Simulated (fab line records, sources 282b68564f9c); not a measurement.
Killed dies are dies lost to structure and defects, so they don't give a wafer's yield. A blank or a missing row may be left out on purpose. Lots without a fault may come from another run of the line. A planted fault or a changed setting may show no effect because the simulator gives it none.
fab line records | flow rit_cmos
record lots=6 wafers=17 last_day=7
route steps=202 shown ACTIVE@8 FOX1@20 M1@202
lots that met no fault: from a run of the same line without faults
start_h: hours from the record's first day to the start of the lot's first wafer shown | wait_h: hours since the lot's step before | " the same as in the row above | L1.1+2: a row that stands for several wafers | - no value, or no start given | * or withheld: withheld | < > ~ a bound
route shown NAME@n: a module of which the file shows steps, and the number in the route of the first | usual: mean/standard deviation of fault-free wafers | same: alike in all rows | chamber/n: place in a boat | sites: the reading at each site | _std_site: their standard deviation | _edge_site: outer sites' mean less inner sites' | radius_mm: how far each site lies from the wafer's centre | mask NAME#n: copy n | behind: the tool/chamber that last shaped the wafer | hold: why the lot was held/for how many hours/how that ended | device: the transistor (n, p or np) that didn't switch | end of line: the same wafers' tests at the end of the route | a step without rows: its recipe alone | killed: dies lost to structure and defects at the first sort, not the wafer's yield | map: a wafer's dies, x killed, . not, _ none there
set.NAME: the setting as run; set.NAME@STEP: as run at that earlier step | model.NAME: the simulator's own value behind a step, which no gauge read
lots at some steps of the route; a table a step, a row a wafer
services: from which hour (start_h, from the record's first day; less than 0 if before it) a tool's chamber was out of use, for how many hours, and why
## steps
# step RIT_ACTIVE_SOFTBAKE_07
# recipe resist=NOVOLAK temp_c=90 time_s=60
# step RIT_ACTIVE_EXPOSE_08
# recipe mask_id=M1 na=0.6 source_shape=conventional sigma_outer=0.6 target_cd_nm=1400 dose_mj=225
# step RIT_ACTIVE_PEB_09
# recipe resist=NOVOLAK temp_c=withheld time_s=withheld
# step RIT_ACTIVE_DEVELOP_10
# recipe resist=NOVOLAK develop_time_s=50 dev_temp_c=23
# step RIT_ACTIVE_CD_MEAS_11
# recipe target_cd_nm=1400
# usual cd_nm=1399.9/2.3
# columns lot.wafer tool chamber start_h wait_h cd_nm
L808.1 cd_sem-02 - 14.54 - 1402.6
L808.2 " - " " 1399.9
L808.4 " - " " 1400.3
L811.2 cd_sem-02 - 29.61 - 1399.1
L811.3 " - " " 1400.7
L812.1 cd_sem-02 - 34.83 - 1397.5
L812.3 " - " " 1399.4
L812.5 " - " " 1399.5
L823.2 cd_sem-02 - 90.92 - 1399.4
L823.3 " - " " 1400.0
L823.4 " - " " 1399.4
L825.1 cd_sem-01 - 99.66 - 1400.1
L825.3 " - " " 1399.4
L825.5 " - " " 1399.3
L830.1 cd_sem-01 - 127.00 - 1398.6
L830.3 " - " " 1398.9
L830.5 " - " " 1397.8
# step RIT_ACTIVE_HARDBAKE_12
# recipe resist=NOVOLAK temp_c=140 time_s=60
# step RIT_ACTIVE_ETCH_13
# recipe stop_on=SiO2 chemistry=SF6 target=Si3N4 time_s=201.2 over_etch_frac=0.4 SF6_flow_sccm=200 pressure_mtorr=260 rf_w=125 target_depth_a=2100
# usual drypump_motor_current_A=5.9/0.49 oes_product_au=0.838/0.011 throttle_valve_pct=7.49/0.082
# columns lot.wafer tool chamber start_h wait_h drypump_motor_current_A oes_product_au rf_hours_counter_h throttle_valve_pct
L808.1 rie_diel-03 1 14.81 0.1 6.8 0.852 158 7.66
L808.2 " 3 " " 6.4 0.822 18 7.54
L808.4 " 3 " " 6.4 0.824 - 7.53
L811.2 rie_diel-04 2 29.86 0.1 6.2 0.828 3 7.47
L811.3 " 0 " " 5.6 0.854 49 7.39
L812.1 rie_diel-01 3 35.10 0.1 5.9 0.831 143 7.55
L812.3 " 0 " " 5.1 0.842 21 7.39
L812.5 " 2 " " 5.4 0.842 - 7.48
L823.2 rie_diel-04 3 91.17 0.1 5.7 0.847 35 7.54
L823.3 " 2 " " 6.2 0.845 4 7.48
L823.4 " 0 " " 5.6 0.849 51 7.37
L825.1 rie_diel-01 1 99.93 0.1 6.2 0.831 98 7.39
L825.3 " 3 " " 5.9 0.831 144 7.53
L825.5 " 0 " " 5.1 0.849 - 7.41
L830.1 rie_diel-03 2 127.27 0.1 5.3 0.842 7 7.50
L830.3 " 0 " " 6.0 0.816 69 7.55
L830.5 " 2 " " 5.3 0.843 - 7.49
# step RIT_ACTIVE_STRIP_14
# recipe chemistry=O2 time_s=180 resist=NOVOLAK platen_temp_c=withheld power_w=500 pressure_mtorr=4000 o2_flow_sccm=4000
# usual drypump_motor_current_A=5.78/0.3
# columns lot.wafer tool chamber start_h wait_h drypump_motor_current_A rf_hours_counter_h
L808.1 plasma_asher-02 0 14.94 0.1 5.71 36
L808.2 " 1 " " 5.78 36
L808.4 " 0 " " 5.67 -
L811.2 plasma_asher-04 0 29.99 0.1 6.04 42
L811.3 " 0 " " 6.05 -
L812.1 plasma_asher-02 0 35.23 0.1 5.69 38
L812.3 " 0 " " 5.68 -
L812.5 " 0 " " 5.69 -
L823.2 plasma_asher-04 1 91.31 0.1 5.75 48
L823.3 " 0 " " 6.02 -
L823.4 " 1 " " 5.79 -
L825.1 plasma_asher-04 0 100.06 0.1 5.99 49
L825.3 " 1 " " 5.75 -
L825.5 " 1 " " 5.74 -
L830.1 plasma_asher-02 0 127.40 0.1 5.70 1
L830.3 " 1 " " 5.75 -
L830.5 " 0 " " 5.72 -
# step RIT_ACTIVE_CD_MEAS_90
# recipe target_cd_nm=1400
# usual cd_nm=1400.0/2.3
# columns lot.wafer tool chamber start_h wait_h cd_nm
L808.1 cd_sem-02 - 15.12 0.1 1402.3
L808.2 " - " " 1400.4
L808.4 " - " " 1400.0
L811.2 cd_sem-02 - 30.18 0.1 1399.2
L811.3 " - " " 1400.9
L812.1 cd_sem-02 - 35.41 0.1 1397.9
L812.3 " - " " 1399.7
L812.5 " - " " 1399.7
L823.2 cd_sem-02 - 91.50 0.1 1399.8
L823.3 " - " " 1400.1
L823.4 " - " " 1399.9
L825.1 cd_sem-02 - 100.24 0.1 1399.9
L825.3 " - " " 1399.3
L825.5 " - " " 1399.4
L830.1 cd_sem-01 - 127.57 0.1 1398.3
L830.3 " - " " 1397.9
L830.5 " - " " 1398.2
# step RIT_ACTIVE_CLEAN_15
# recipe chemistry=SC1 mix=3:3:50 time_s=600 temp_c=75
# step RIT_ACTIVE_CLEAN_16
# recipe chemistry=dHF dilution=50:1 time_s=30
# step RIT_ACTIVE_CLEAN_17
# recipe chemistry=SC2 mix=3:3:50 time_s=600 temp_c=75 dry=n2_spin
# step RIT_FOX1_OXIDATION_00
# recipe temp_c=1100 ambient=H2O target_thk_a=3507 p_h2o_torr=720 ox_time_s=1130
# usual tube_center_temp_C=1100/0.095
# columns lot.wafer tool chamber start_h wait_h tube_center_temp_C model.SiO2_of_FOX1_OXIDATION_00.thk_nm
L808.1 furnace-04 0 17.25 1.6 1100 343.3
L808.2 " 0 " " 1100 342.9
L808.4 " 0 " " 1100.1 341.9
L811.2 furnace-04 0 32.17 1.5 1099.9 326.3
L811.3 " 0 " " 1099.8 332.4
L812.1 furnace-04 0 37.16 1.2 1099.9 320.8
L812.3 " 0 " " 1099.9 316.3
L812.5 " 0 " " 1099.9 322
L823.2 furnace-03 0 92.88 0.9 1100.1 348.1
L823.3 " 0 " " 1100.2 349.6
L823.4 " 0 " " 1100.1 351.6
L825.1 furnace-03 0 101.83 1.1 1100 345
L825.3 " 0 " " 1100 342.5
L825.5 " 0 " " 1099.9 344.6
L830.1 furnace-01 0 128.06 0.0 1100 354.8
L830.3 " 0 " " 1100.1 351
L830.5 " 0 " " 1100 351.5
# step RIT_FOX1_THK_MEAS_01
# recipe reads=SiO2_of_FOX1_OXIDATION_00
# usual FOX1_OXIDE_THK=348/5.8
# columns lot.wafer tool chamber start_h wait_h FOX1_OXIDE_THK[nm]
L808.1 film_metro-02 - 18.57 0.0 343
L808.2 " - " " 343
L808.4 " - " " 342
L811.2 film_metro-02 - 33.50 0.0 326
L811.3 " - " " 333
L812.1 film_metro-02 - 38.47 0.0 321
L812.3 " - " " 316
L812.5 " - " " 322
L823.2 film_metro-01 - 94.21 0.0 348
L823.3 " - " " 349
L823.4 " - " " 352
L825.1 film_metro-03 - 103.14 0.0 345
L825.3 " - " " 342
L825.5 " - " " 344
L830.1 film_metro-02 - 129.38 0.0 355
L830.3 " - " " 351
L830.5 " - " " 352
# step RIT_FOX1_WET_ETCH_02
# recipe chemistry=BOE target_depth_nm=350 time_s=390 temp_c=21.5 dry=n2_spin dilution=10:1 target=SiO2
# step RIT_M1_PROBE_99
# usual killed_at_front_end=7/3.3 killed_dies=7/3.3 killed_on_rim=1.9/1.4 killed_open=3.3/1.9 killed_short=3.6/2.1
# same gross_dies=264 killed_at_M0_to_M3=0 killed_at_M4_up=0 killed_at_back_side=0 killed_at_contacts=0 killed_at_other=0
# columns lot.wafer tool chamber start_h wait_h killed_at_front_end killed_dies killed_on_rim killed_open killed_short model.etest.pplus_sal.width_nm model.etest.nplus_sal.width_nm model.etest.nldd.width_nm model.etest.pldd.width_nm
L808.1 prober-01 - 60.11 0.1 8 8 1 6 2 3453 3446 3144 3162
L808.2 prober-01 - 60.16 0.1 15 15 3 8 7 3424 3443 3152 3152
L808.4 prober-01 - 60.26 0.2 13 13 3 9 4 3425 3423 3153 3163
L811.2 prober-02 - 73.44 0.1 9 9 3 4 5 3491 3473 3187 3184
L811.3 prober-02 - 73.49 0.2 4 4 1 4 0 3486 3487 3202 3196
L812.1 prober-01 - 81.04 0.1 7 7 2 4 3 3442 3439 3165 3159
L812.3 prober-01 - 81.14 0.2 3 3 1 1 1 3447 3435 3211 3224
L812.5 prober-01 - 81.24 0.2 8 8 2 4 4 3450 3468 3211 3190
L823.2 prober-02 - 139.06 0.1 6 6 2 3 3 3422 3421 3151 3156
L823.3 prober-02 - 139.11 0.2 2 2 1 1 1 3429 3435 3164 3134
L823.4 prober-02 - 139.16 0.2 6 6 2 3 3 3450 3441 3151 3160
L825.1 prober-02 - 148.17 0.1 2 2 1 2 0 3435 3441 3158 3184
L825.3 prober-02 - 148.27 0.2 3 3 1 0 3 3432 3410 3170 3167
L825.5 prober-02 - 148.37 0.2 4 4 2 2 2 3414 3420 3157 3155
L830.1 prober-01 - 172.33 0.1 3 3 1 1 2 3463 3457 3170 3193
L830.3 prober-01 - 172.43 0.2 11 11 2 7 4 3436 3457 3181 3186
L830.5 prober-01 - 172.53 0.2 9 9 4 4 5 3448 3437 3182 3186
# killed by level:class
L808.1 GATE:geometric_particle:open=5 GATE:geometric_particle:short=1 REOX:geometric_particle:open=1 REOX:geometric_particle:short=1
L808.2 GATE:geometric_particle:open=4 GATE:geometric_particle:short=4 FOX1:geometric_particle:short=3 SPACER:geometric_particle:open=2 FOX2:geometric_particle:open=1 REOX:geometric_particle:open=1
L808.4 GATE:geometric_particle:open=7 GATE:geometric_particle:short=2 FOX2:geometric_particle:open=1 FOX2:geometric_particle:short=1 REOX:geometric_particle:open=1 REOX:geometric_particle:short=1
L811.2 REOX:geometric_particle:short=2 SILICIDE:geometric_particle:open=2 ACTIVE:geometric_particle:short=1 FOX1:geometric_particle:open=1 FOX2:geometric_particle:open=1 GATE:geometric_particle:short=1 SPACER:geometric_particle:short=1
L811.3 REOX:geometric_particle:open=2 GATE:geometric_particle:open=1 SILICIDE:geometric_particle:open=1
L812.1 GATE:geometric_particle:open=3 FOX2:geometric_particle:short=1 GATE:geometric_particle:short=1 REOX:geometric_particle:short=1 SPACER:geometric_particle:open=1
L812.3 GATE:geometric_particle:open=1 SPACER:geometric_particle:short=1 PRETRO:coat_microbubble_printed=1
L812.5 GATE:geometric_particle:short=2 SPACER:geometric_particle:open=2 ACTIVE:geometric_particle:short=1 FOX2:geometric_particle:open=1 GATE:geometric_particle:open=1 SPACER:geometric_particle:short=1
L823.2 GATE:geometric_particle:open=3 FOX1:geometric_particle:short=1 GATE:geometric_particle:short=1 REOX:geometric_particle:short=1
L823.3 GATE:geometric_particle:open=1 GATE:geometric_particle:short=1
L823.4 GATE:geometric_particle:short=2 FOX1:geometric_particle:open=1 GATE:geometric_particle:open=1 REOX:geometric_particle:open=1 SPACER:geometric_particle:short=1
L825.1 FOX1:geometric_particle:open=1 GATE:geometric_particle:open=1
L825.3 FOX1:geometric_particle:short=1 GATE:geometric_particle:short=1 SPACER:geometric_particle:short=1
L825.5 FOX1:geometric_particle:short=2 FOX1:geometric_particle:open=1 SILICIDE:geometric_particle:open=1
L830.1 FOX1:geometric_particle:short=1 GATE:geometric_particle:short=1 SILICIDE:geometric_particle:open=1
L830.3 GATE:geometric_particle:open=3 FOX1:geometric_particle:open=2 SPACER:geometric_particle:short=2 FOX1:geometric_particle:short=1 GATE:geometric_particle:short=1 SPACER:geometric_particle:open=1 SILICIDE:geometric_particle:open=1
L830.5 GATE:geometric_particle:open=2 GATE:geometric_particle:short=2 FOX1:geometric_particle:short=1 FOX2:geometric_particle:open=1 SPACER:geometric_particle:short=1 SILICIDE:geometric_particle:short=1 SILICIDE:geometric_particle:open=1
## services
# columns tool chamber start_h hours kind
rie_diel-04 3 -7.78 13.6 repair
rie_diel-03 2 13.62 4.4 repair
furnace-01 - 17.56 3.5 pm
rie_diel-04 - 21.50 0.3 repair
plasma_asher-04 - 32.25 2.2 repair
furnace-03 - 35.50 3.8 pm
rie_diel-01 0 43.39 5.3 repair
rie_diel-01 1 43.80 5.5 repair
rie_diel-01 3 47.80 8.6 repair
rie_diel-04 2 54.72 5.8 repair
rie_diel-03 1 68.17 6.2 repair
rie_diel-01 1 68.45 7.7 repair
rie_diel-03 0 68.49 5.7 repair
furnace-03 - 72.40 3.4 pm
rie_diel-03 - 85.58 0.6 repair
rie_diel-03 2 96.21 16.5 repair
furnace-01 - 96.51 4.2 pm
rie_diel-01 2 102.47 12.0 repair
plasma_asher-02 - 108.75 9.0 pm
plasma_asher-02 0 108.75 9.0 vent_cycle
plasma_asher-02 1 108.75 9.0 vent_cycle
furnace-04 - 115.36 3.7 pm
rie_diel-03 3 121.65 1.3 repair
rie_diel-04 - 126.30 2.6 repair
## key
first_sign step=RIT_FOX1_THK_MEAS_01 reading=FOX1_OXIDE_THK direction=down sigmas=4.2 usual=348 struck=324
effect none on later readings
model_effect step=RIT_FOX1_OXIDATION_00 value=SiO2_of_FOX1_OXIDATION_00.thk_nm without=349 struck=323.6
model_effect step=RIT_M1_PROBE_99 value=etest.pplus_sal.width_nm without=3437 struck=3463
met_at RIT_FOX1_OXIDATION_00
struck_wafers L811.2,L811.3,L812.1,L812.3,L812.5
tester_left_out L811,L812
onset_between 17.25 32.17
fault kind=process_parameter_drift tool=furnace-04 chamber=- onset_h=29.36 steps=RIT_FOX1_OXIDATION_00 channel=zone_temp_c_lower offset=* shape=step end_h=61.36
# tester_left_out: of these lots the tester's yield and bins aren't shown, on N5 and GAA mostly nor the transistor test; their killed dies are dies lost to structure and defects alone, not to doping, threshold or leakage, so they don't give the yield
